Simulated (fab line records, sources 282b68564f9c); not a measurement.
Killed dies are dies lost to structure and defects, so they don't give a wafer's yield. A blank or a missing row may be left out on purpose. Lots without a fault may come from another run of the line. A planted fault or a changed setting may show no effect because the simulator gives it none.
fab line records | flow rit_cmos
record lots=14 wafers=41 last_day=7
route steps=202 shown ACTIVE@5 PWELL@45 GATE@93 M1@202
lots that met no fault: from a run of the same line without faults
start_h: hours from the record's first day to the start of the lot's first wafer shown | wait_h: hours since the lot's step before | " the same as in the row above | L1.1+2: a row that stands for several wafers | - no value, or no start given | * or withheld: withheld | < > ~ a bound
route shown NAME@n: a module of which the file shows steps, and the number in the route of the first | usual: mean/standard deviation of fault-free wafers | same: alike in all rows | chamber/n: place in a boat | sites: the reading at each site | _std_site: their standard deviation | _edge_site: outer sites' mean less inner sites' | radius_mm: how far each site lies from the wafer's centre | mask NAME#n: copy n | behind: the tool/chamber that last shaped the wafer | hold: why the lot was held/for how many hours/how that ended | device: the transistor (n, p or np) that didn't switch | end of line: the same wafers' tests at the end of the route | a step without rows: its recipe alone | killed: dies lost to structure and defects at the first sort, not the wafer's yield | map: a wafer's dies, x killed, . not, _ none there
set.NAME: the setting as run; set.NAME@STEP: as run at that earlier step | model.NAME: the simulator's own value behind a step, which no gauge read
steps of the route over a sample of lots; a table a step, a row a wafer
services: from which hour (start_h, from the record's first day; less than 0 if before it) a tool's chamber was out of use, for how many hours, and why
## steps
# step RIT_ACTIVE_THK_MEAS_04
# recipe reads=Si3N4_of_ACTIVE_CVD_03
# usual ACTIVE_NITRIDE_THK=150.4/1.5
# columns lot.wafer tool chamber start_h wait_h ACTIVE_NITRIDE_THK[nm]
L196.3 film_metro-03 - 14.48 0.0 147.9
L196.5 " - " " 149.7
L196.6 " - " " 148.5
L197.1 film_metro-01 - 18.53 0.0 153.2
L197.2 " - " " 154.2
L197.4 " - " " 154.6
L199.2 film_metro-02 - 29.88 0.0 151.0
L199.3 " - " " 150.6
L199.5 " - " " 151.2
L200.1 film_metro-03 - 34.18 0.0 150.5
L200.3 " - " " 151.4
L200.6 " - " " 150.5
L201.3 film_metro-03 - 39.69 0.0 149.3
L201.4 " - " " 150.0
L201.5 " - " " 150.4
L202.1 film_metro-01 - 43.84 0.0 148.9
L202.3 " - " " 150.8
L202.6 " - " " 151.1
L205.1 film_metro-01 - 60.92 0.0 149.8
L205.3 " - " " 151.2
L205.6 " - " " 152.1
L207.1 film_metro-01 - 71.81 0.0 149.7
L207.3 " - " " 149.5
L207.4 " - " " 151.1
L209.1 film_metro-02 - 79.46 0.0 153.5
L209.4 " - " " 152.1
L209.5 " - " " 152.8
L210.1 film_metro-02 - 84.86 0.0 153.4
L210.2 " - " " 153.4
L211.2 film_metro-01 - 89.16 0.0 150.6
L211.4 " - " " 149.5
L211.6 " - " " 149.1
L217.1 film_metro-03 - 119.44 0.0 149.0
L217.3 " - " " 150.8
L217.4 " - " " 149.4
L218.2 film_metro-03 - 125.75 0.0 151.3
L218.4 " - " " 152.2
L218.6 " - " " 151.1
L219.3 film_metro-01 - 128.79 0.0 150.9
L219.5 " - " " 149.7
L219.6 " - " " 150.7
# step RIT_ACTIVE_EXPOSE_08
# recipe mask_id=M1 na=0.6 source_shape=conventional sigma_outer=0.6 target_cd_nm=1400 dose_mj=225
# usual exposure_dose_mJ_cm2=227.57/0.23
# columns lot.wafer tool chamber start_h wait_h mask exposure_dose_mJ_cm2
L196.3 iline_stepper-02 0 15.10 0.1 M1#0 227.54
L196.5 " 0 " " M1#0 227.36
L196.6 " 0 " " M1#0 227.50
L197.1 iline_stepper-02 0 19.04 0.1 M1#0 227.53
L197.2 " 0 " " M1#0 227.56
L197.4 " 0 " " M1#0 227.69
L199.2 iline_stepper-01 0 30.62 0.3 M1#0 227.30
L199.3 " 0 " " M1#0 227.35
L199.5 " 0 " " M1#0 227.37
L200.1 iline_stepper-01 0 34.69 0.1 M1#0 227.86
L200.3 " 0 " " M1#0 227.32
L200.6 " 0 " " M1#0 227.47
L201.3 iline_stepper-01 0 40.22 0.1 M1#0 227.63
L201.4 " 0 " " M1#0 227.60
L201.5 " 0 " " M1#0 227.47
L202.1 iline_stepper-01 0 44.35 0.1 M1#0 227.71
L202.3 " 0 " " M1#0 227.65
L202.6 " 0 " " M1#0 227.96
L205.1 iline_stepper-01 0 61.56 0.2 M1#0 227.53
L205.3 " 0 " " M1#0 228.13
L205.6 " 0 " " M1#0 227.50
L207.1 iline_stepper-01 0 72.32 0.1 M1#0 227.14
L207.3 " 0 " " M1#0 227.34
L207.4 " 0 " " M1#0 227.44
L209.1 iline_stepper-02 0 80.10 0.2 M1#0 227.64
L209.4 " 0 " " M1#0 227.40
L209.5 " 0 " " M1#0 227.40
L210.1 iline_stepper-01 0 85.49 0.2 M1#0 226.29
L210.2 " 0 " " M1#0 226.22
L211.2 iline_stepper-01 0 89.68 0.1 M1#0 224.97
L211.4 " 0 " " M1#0 224.87
L211.6 " 0 " " M1#0 225.12
L217.1 iline_stepper-02 0 120.08 0.2 M1#0 228.01
L217.3 " 0 " " M1#0 227.72
L217.4 " 0 " " M1#0 227.75
L218.2 iline_stepper-02 0 126.27 0.1 M1#0 227.58
L218.4 " 0 " " M1#0 227.56
L218.6 " 0 " " M1#0 227.86
L219.3 iline_stepper-02 0 129.32 0.1 M1#0 227.72
L219.5 " 0 " " M1#0 227.51
L219.6 " 0 " " M1#0 227.55
# step RIT_ACTIVE_CD_MEAS_11
# recipe target_cd_nm=1400
# usual cd_nm=1400.4/1.9
# columns lot.wafer tool chamber start_h wait_h cd_nm
L196.3 cd_sem-01 - 15.50 - 1401.2
L196.5 " - " " 1404.5
L196.6 " - " " 1402.4
L197.1 cd_sem-01 - 19.44 - 1401.8
L197.2 " - " " 1399.9
L197.4 " - " " 1401.6
L199.2 cd_sem-01 - 31.02 - 1398.5
L199.3 " - " " 1397.7
L199.5 " - " " 1399.5
L200.1 cd_sem-02 - 35.13 - 1400.8
L200.3 " - " " 1401.3
L200.6 " - " " 1401.1
L201.3 cd_sem-01 - 40.62 - 1401.4
L201.4 " - " " 1400.0
L201.5 " - " " 1400.3
L202.1 cd_sem-02 - 44.74 - 1400.6
L202.3 " - " " 1397.9
L202.6 " - " " 1398.7
L205.1 cd_sem-01 - 61.96 - 1403.0
L205.3 " - " " 1403.0
L205.6 " - " " 1405.5
L207.1 cd_sem-01 - 72.72 - 1401.0
L207.3 " - " " 1400.9
L207.4 " - " " 1400.2
L209.1 cd_sem-01 - 80.50 - 1401.3
L209.4 " - " " 1401.0
L209.5 " - " " 1399.5
L210.1 cd_sem-01 - 85.89 - 1387.5
L210.2 " - " " 1392.5
L211.2 cd_sem-01 - 90.08 - 1389.9
L211.4 " - " " 1393.6
L211.6 " - " " 1387.6
L217.1 cd_sem-01 - 120.48 - 1402.1
L217.3 " - " " 1399.9
L217.4 " - " " 1401.6
L218.2 cd_sem-02 - 126.67 - 1400.5
L218.4 " - " " 1400.6
L218.6 " - " " 1402.3
L219.3 cd_sem-01 - 129.72 - 1395.7
L219.5 " - " " 1399.9
L219.6 " - " " 1400.0
# step RIT_PWELL_OVL_MEAS_06
# usual PWELL_OVL=0.6/1.2
# columns lot.wafer tool chamber start_h wait_h PWELL_OVL[nm]
L196.3 overlay-01 - 28.13 - -1.3
L196.5 " - " " -0.8
L196.6 " - " " -0.1
L197.1 overlay-02 - 32.59 - -1.4
L197.2 " - " " -1.1
L197.4 " - " " -0.1
L199.2 overlay-01 - 41.79 - 1.7
L199.3 " - " " 2.4
L199.5 " - " " 0.6
L200.1 overlay-02 - 45.16 - -0.5
L200.3 " - " " -0.9
L200.6 " - " " -2.1
L201.3 overlay-01 - 50.99 - 1.4
L201.4 " - " " 2.1
L201.5 " - " " 2.6
L202.1 overlay-02 - 54.57 - -0.9
L202.3 " - " " -0.5
L202.6 " - " " -0.5
L205.1 overlay-01 - 72.18 - 2.0
L205.3 " - " " 0.7
L205.6 " - " " 3.3
L207.1 overlay-01 - 80.69 - 1.3
L207.3 " - " " 0.2
L207.4 " - " " 1.1
L209.1 overlay-01 - 90.05 - 1.2
L209.4 " - " " -0.2
L209.5 " - " " 1.4
L210.1 overlay-02 - 93.39 - 1.6
L210.2 " - " " 3.7
L211.2 overlay-02 - 100.50 - 0.6
L211.4 " - " " 0.6
L211.6 " - " " 0.1
L217.1 overlay-01 - 128.58 - 0.4
L217.3 " - " " 1.2
L217.4 " - " " 0.1
L218.2 overlay-02 - 134.97 - 0.8
L218.4 " - " " 2.6
L218.6 " - " " 1.1
L219.3 overlay-02 - 139.76 - 1.0
L219.5 " - " " 1.3
L219.6 " - " " 1.7
# step RIT_GATE_OVL_MEAS_17
# usual GATE_OVL=-0.3/1.2
# columns lot.wafer tool chamber start_h wait_h GATE_OVL[nm]
L196.3 overlay-01 - 44.63 0.1 -3.9
L196.5 " - " " -1.8
L196.6 " - " " -2.7
L197.1 overlay-01 - 50.55 0.1 0.2
L197.2 " - " " 2.6
L197.4 " - " " 1.5
L199.2 overlay-01 - 61.01 0.1 0.9
L199.3 " - " " -0.5
L199.5 " - " " 0.2
L200.1 overlay-02 - 62.57 0.1 -0.5
L200.3 " - " " -0.1
L200.6 " - " " 1.8
L201.3 overlay-02 - 67.41 0.1 -0.7
L201.4 " - " " -1.5
L201.5 " - " " -0.7
L202.1 overlay-02 - 76.68 0.1 1.0
L202.3 " - " " -0.6
L202.6 " - " " 0.3
L205.1 overlay-02 - 90.50 0.1 -0.7
L205.3 " - " " -0.5
L205.6 " - " " -1.7
L207.1 overlay-02 - 97.93 0.1 -0.9
L207.3 " - " " -1.1
L207.4 " - " " -1.4
L209.1 overlay-02 - 104.88 0.1 -0.1
L209.4 " - " " 0.0
L209.5 " - " " 0.2
L210.1 overlay-01 - 113.08 0.1 0.0
L210.2 " - " " 0.8
L211.2 overlay-02 - 114.46 0.1 -1.2
L211.4 " - " " -1.5
L211.6 " - " " -2.1
L217.1 overlay-01 - 146.52 0.1 0.0
L217.3 " - " " 0.6
L217.4 " - " " 0.9
L218.2 overlay-02 - 151.88 0.1 0.2
L218.4 " - " " 0.0
L218.6 " - " " -1.3
L219.3 overlay-01 - 157.84 0.1 -0.6
L219.5 " - " " 0.3
L219.6 " - " " -0.1
# step RIT_M1_PROBE_99
# usual killed_at_contacts=0.1/0.25 killed_at_front_end=6.8/2.9 killed_dies=6.9/2.9 killed_open=3.3/1.9 killed_short=3.6/1.9
# same gross_dies=264 killed_at_M0_to_M3=0 killed_at_M4_up=0 killed_at_back_side=0 killed_at_other=0
# columns lot.wafer tool chamber start_h wait_h killed_at_contacts killed_at_front_end killed_dies killed_open killed_short
L196.3 prober-02 - 66.24 0.2 0 9 9 2 7
L196.5 prober-02 - 66.34 0.2 0 5 5 2 3
L196.6 prober-02 - 66.39 0.2 0 4 4 4 0
L197.1 prober-01 - 70.80 0.1 0 10 10 5 5
L197.2 prober-01 - 70.85 0.1 0 4 4 1 3
L197.4 prober-01 - 70.95 0.2 0 5 5 2 3
L199.2 prober-01 - 82.39 0.1 0 11 11 3 8
L199.3 prober-01 - 82.44 0.2 0 7 7 2 5
L199.5 prober-01 - 82.54 0.2 0 8 8 6 2
L200.1 prober-02 - 85.55 0.1 0 6 6 4 2
L200.3 prober-02 - 85.65 0.2 0 3 3 2 1
L200.6 prober-02 - 85.80 0.2 0 2 2 2 0
L201.3 prober-01 - 89.52 0.2 1 12 13 6 7
L201.4 prober-01 - 89.57 0.2 0 8 8 2 6
L201.5 prober-01 - 89.62 0.2 0 9 9 5 4
L202.1 prober-01 - 98.97 0.1 0 5 5 3 2
L202.3 prober-01 - 99.07 0.2 0 2 2 0 2
L202.6 prober-01 - 99.22 0.2 0 7 7 4 3
L205.1 prober-01 - 115.38 0.1 1 6 7 3 4
L205.3 prober-01 - 115.48 0.2 0 10 10 7 3
L205.6 prober-01 - 115.63 0.2 0 5 5 4 1
L207.1 prober-01 - 119.34 0.1 0 7 7 3 4
L207.3 prober-01 - 119.44 0.2 0 5 5 2 3
L207.4 prober-01 - 119.49 0.2 0 3 3 0 3
L209.1 prober-02 - 128.58 0.1 0 14 14 11 3
L209.4 prober-02 - 128.73 0.2 0 8 8 4 4
L209.5 prober-02 - 128.78 0.2 0 6 6 6 0
L210.1 prober-01 - 133.26 0.1 0 4 4 2 2
L210.2 prober-01 - 133.31 0.1 0 6 6 3 3
L211.2 prober-02 - 135.26 0.1 0 5 5 3 2
L211.4 prober-02 - 135.36 0.2 0 6 6 3 3
L211.6 prober-02 - 135.46 0.2 0 6 6 3 3
L217.1 prober-02 - 167.89 0.1 0 12 12 9 3
L217.3 prober-02 - 167.99 0.2 0 6 6 2 4
L217.4 prober-02 - 168.04 0.2 0 7 7 2 5
L218.2 prober-01 - 172.61 0.1 0 12 12 7 5
L218.4 prober-01 - 172.71 0.2 0 8 8 1 7
L218.6 prober-01 - 172.81 0.2 0 12 12 3 9
L219.3 prober-02 - 178.38 0.2 1 12 13 6 7
L219.5 prober-02 - 178.48 0.2 0 12 12 6 6
L219.6 prober-02 - 178.53 0.2 1 4 5 3 2
# killed by level:class
L196.3 FOX1:geometric_particle:short=2 FOX2:geometric_particle:short=2 GATE:geometric_particle:open=1 GATE:geometric_particle:short=1 REOX:geometric_particle:open=1 REOX:geometric_particle:short=1 SILICIDE:geometric_particle:short=1
L196.5 GATE:geometric_particle:open=2 SPACER:geometric_particle:short=2 GATE:geometric_particle:short=1
L196.6 FOX2:geometric_particle:open=2 REOX:geometric_particle:open=2
L197.1 GATE:geometric_particle:open=3 GATE:geometric_particle:short=2 REOX:geometric_particle:open=2 FOX2:geometric_particle:short=1 SPACER:geometric_particle:short=1 SILICIDE:geometric_particle:short=1
L197.2 FOX1:geometric_particle:short=2 REOX:geometric_particle:open=1 SILICIDE:geometric_particle:short=1
L197.4 FOX2:geometric_particle:short=2 GATE:geometric_particle:open=1 REOX:geometric_particle:short=1 REOX:geometric_particle:open=1
L199.2 GATE:geometric_particle:short=4 SPACER:geometric_particle:short=2 FOX1:geometric_particle:open=1 GATE:geometric_particle:open=1 REOX:geometric_particle:open=1 REOX:geometric_particle:short=1 SILICIDE:geometric_particle:short=1
L199.3 REOX:geometric_particle:short=2 GATE:geometric_particle:short=1 FOX2:geometric_particle:open=1 SPACER:geometric_particle:open=1 SPACER:geometric_particle:short=1 SILICIDE:geometric_particle:short=1
L199.5 GATE:geometric_particle:open=5 GATE:geometric_particle:short=2 FOX1:geometric_particle:open=1
L200.1 GATE:geometric_particle:open=2 FOX1:geometric_particle:open=1 GATE:geometric_particle:short=1 REOX:geometric_particle:open=1 SILICIDE:geometric_particle:short=1
L200.3 FOX1:geometric_particle:open=2 SPACER:geometric_particle:short=1
L200.6 GATE:geometric_particle:open=1 SILICIDE:geometric_particle:open=1
L201.3 GATE:geometric_particle:open=4 GATE:geometric_particle:short=4 FOX2:geometric_particle:short=2 REOX:geometric_particle:open=2 CONTACT:geometric_particle:short=1
L201.4 GATE:geometric_particle:short=3 FOX1:geometric_particle:short=1 GATE:geometric_particle:open=1 SPACER:geometric_particle:short=1 SPACER:geometric_particle:open=1 SILICIDE:geometric_particle:short=1
L201.5 FOX2:geometric_particle:open=2 FOX2:geometric_particle:short=1 GATE:geometric_particle:short=1 REOX:geometric_particle:short=1 REOX:geometric_particle:open=1 SPACER:geometric_particle:open=1 SILICIDE:geometric_particle:open=1 SILICIDE:geometric_particle:short=1
L202.1 SILICIDE:geometric_particle:open=3 FOX1:geometric_particle:short=1 FOX2:geometric_particle:short=1
L202.3 REOX:geometric_particle:short=1 SILICIDE:geometric_particle:short=1
L202.6 SILICIDE:geometric_particle:open=3 FOX1:geometric_particle:short=2 ACTIVE:geometric_particle:short=1 FOX2:geometric_particle:open=1
L205.1 GATE:geometric_particle:short=3 GATE:geometric_particle:open=2 FOX1:geometric_particle:open=1 CONTACT:geometric_particle:short=1
L205.3 REOX:geometric_particle:open=4 GATE:geometric_particle:short=2 FOX1:geometric_particle:short=1 FOX2:geometric_particle:open=1 GATE:geometric_particle:open=1 SPACER:geometric_particle:open=1
L205.6 GATE:geometric_particle:open=2 FOX1:geometric_particle:open=1 FOX2:geometric_particle:short=1 FOX2:geometric_particle:open=1
L207.1 FOX1:geometric_particle:short=3 FOX1:geometric_particle:open=1 GATE:geometric_particle:open=1 SPACER:geometric_particle:open=1 SILICIDE:geometric_particle:short=1
L207.3 FOX1:geometric_particle:open=1 FOX2:geometric_particle:short=1 GATE:geometric_particle:short=1 SPACER:geometric_particle:open=1 SILICIDE:geometric_particle:short=1
L207.4 FOX2:geometric_particle:short=2 GATE:geometric_particle:short=1
L209.1 GATE:geometric_particle:open=6 SPACER:geometric_particle:open=3 GATE:geometric_particle:short=2 FOX1:geometric_particle:short=1 FOX1:geometric_particle:open=1 FOX2:geometric_particle:open=1
L209.4 GATE:geometric_particle:open=3 GATE:geometric_particle:short=3 FOX1:geometric_particle:short=1 SILICIDE:geometric_particle:open=1
L209.5 FOX1:geometric_particle:open=3 FOX2:geometric_particle:open=1 GATE:geometric_particle:open=1 SPACER:geometric_particle:open=1
L210.1 GATE:geometric_particle:short=2 REOX:geometric_particle:open=1 SILICIDE:geometric_particle:open=1
L210.2 REOX:geometric_particle:short=2 REOX:geometric_particle:open=2 FOX2:geometric_particle:open=1 SILICIDE:geometric_particle:short=1
L211.2 FOX1:geometric_particle:open=2 GATE:geometric_particle:short=2 FOX2:geometric_particle:open=1
L211.4 FOX1:geometric_particle:short=2 FOX1:geometric_particle:open=2 GATE:geometric_particle:short=1 SILICIDE:geometric_particle:open=1
L211.6 GATE:geometric_particle:open=2 REOX:geometric_particle:short=2 FOX1:geometric_particle:short=1 REOX:geometric_particle:open=1
L217.1 GATE:geometric_particle:open=5 GATE:geometric_particle:short=2 FOX1:geometric_particle:open=1 FOX2:geometric_particle:open=1 REOX:geometric_particle:short=1 REOX:geometric_particle:open=1 SILICIDE:geometric_particle:open=1
L217.3 GATE:geometric_particle:short=2 REOX:geometric_particle:short=1 REOX:geometric_particle:open=1 SPACER:geometric_particle:open=1 SILICIDE:geometric_particle:short=1
L217.4 GATE:geometric_particle:short=4 GATE:geometric_particle:open=1 SPACER:geometric_particle:open=1 SPACER:geometric_particle:short=1
L218.2 GATE:geometric_particle:open=2 GATE:geometric_particle:short=2 REOX:geometric_particle:open=2 FOX1:geometric_particle:open=1 FOX1:geometric_particle:short=1 FOX2:geometric_particle:open=1 FOX2:geometric_particle:short=1 SPACER:geometric_particle:open=1
L218.4 FOX2:geometric_particle:short=3 SPACER:geometric_particle:short=3 REOX:geometric_particle:short=1 REOX:geometric_particle:open=1
L218.6 GATE:geometric_particle:short=3 SILICIDE:geometric_particle:short=3 FOX1:geometric_particle:short=1 FOX2:geometric_particle:open=1 FOX2:geometric_particle:short=1 GATE:geometric_particle:open=1 REOX:geometric_particle:open=1 REOX:geometric_particle:short=1
L219.3 GATE:geometric_particle:open=4 GATE:geometric_particle:short=4 FOX1:geometric_particle:open=1 REOX:geometric_particle:open=1 REOX:geometric_particle:short=1 SPACER:geometric_particle:short=1 CONTACT:geometric_particle:short=1
L219.5 GATE:geometric_particle:open=4 GATE:geometric_particle:short=3 FOX1:geometric_particle:short=1 FOX1:geometric_particle:open=1 REOX:geometric_particle:open=1 REOX:geometric_particle:short=1 SPACER:geometric_particle:short=1
L219.6 FOX1:geometric_particle:open=1 GATE:geometric_particle:short=1 REOX:geometric_particle:short=1 SPACER:geometric_particle:open=1 CONTACT:geometric_particle:open=1
## services
# columns tool chamber start_h hours kind
iline_stepper-01 - 23.22 1.2 repair
iline_stepper-02 - 43.42 1.7 pm
## key
first_sign step=RIT_ACTIVE_EXPOSE_08 reading=exposure_dose_mJ_cm2 direction=down sigmas=9.1 usual=227.57 struck=225.49
effect step=RIT_ACTIVE_CD_MEAS_11 reading=cd_nm direction=down sigmas=5.3 usual=1400.4 struck=1390.2 through=control_loop
met_at RIT_ACTIVE_EXPOSE_08
struck_lots L210,L211
tester_left_out L210,L211
loop_trim step=RIT_ACTIVE_EXPOSE_08 setting=dose lots=L210,L211
not_acting_at RIT_ACTIVE_THK_MEAS_04,RIT_PWELL_OVL_MEAS_06,RIT_GATE_OVL_MEAS_17
onset_between 72.32 85.49
fault kind=process_parameter_drift tool=iline_stepper-01 chamber=- onset_h=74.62 steps=RIT_ACTIVE_EXPOSE_08 channel=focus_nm offset=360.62 spread_by_wafer=0.3 shape=step end_h=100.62
# tester_left_out: of these lots the tester's yield and bins aren't shown, on N5 and GAA mostly nor the transistor test; their killed dies are dies lost to structure and defects alone, not to doping, threshold or leakage, so they don't give the yield
# loop_trim: a control loop set the setting to another value than it would have without faults
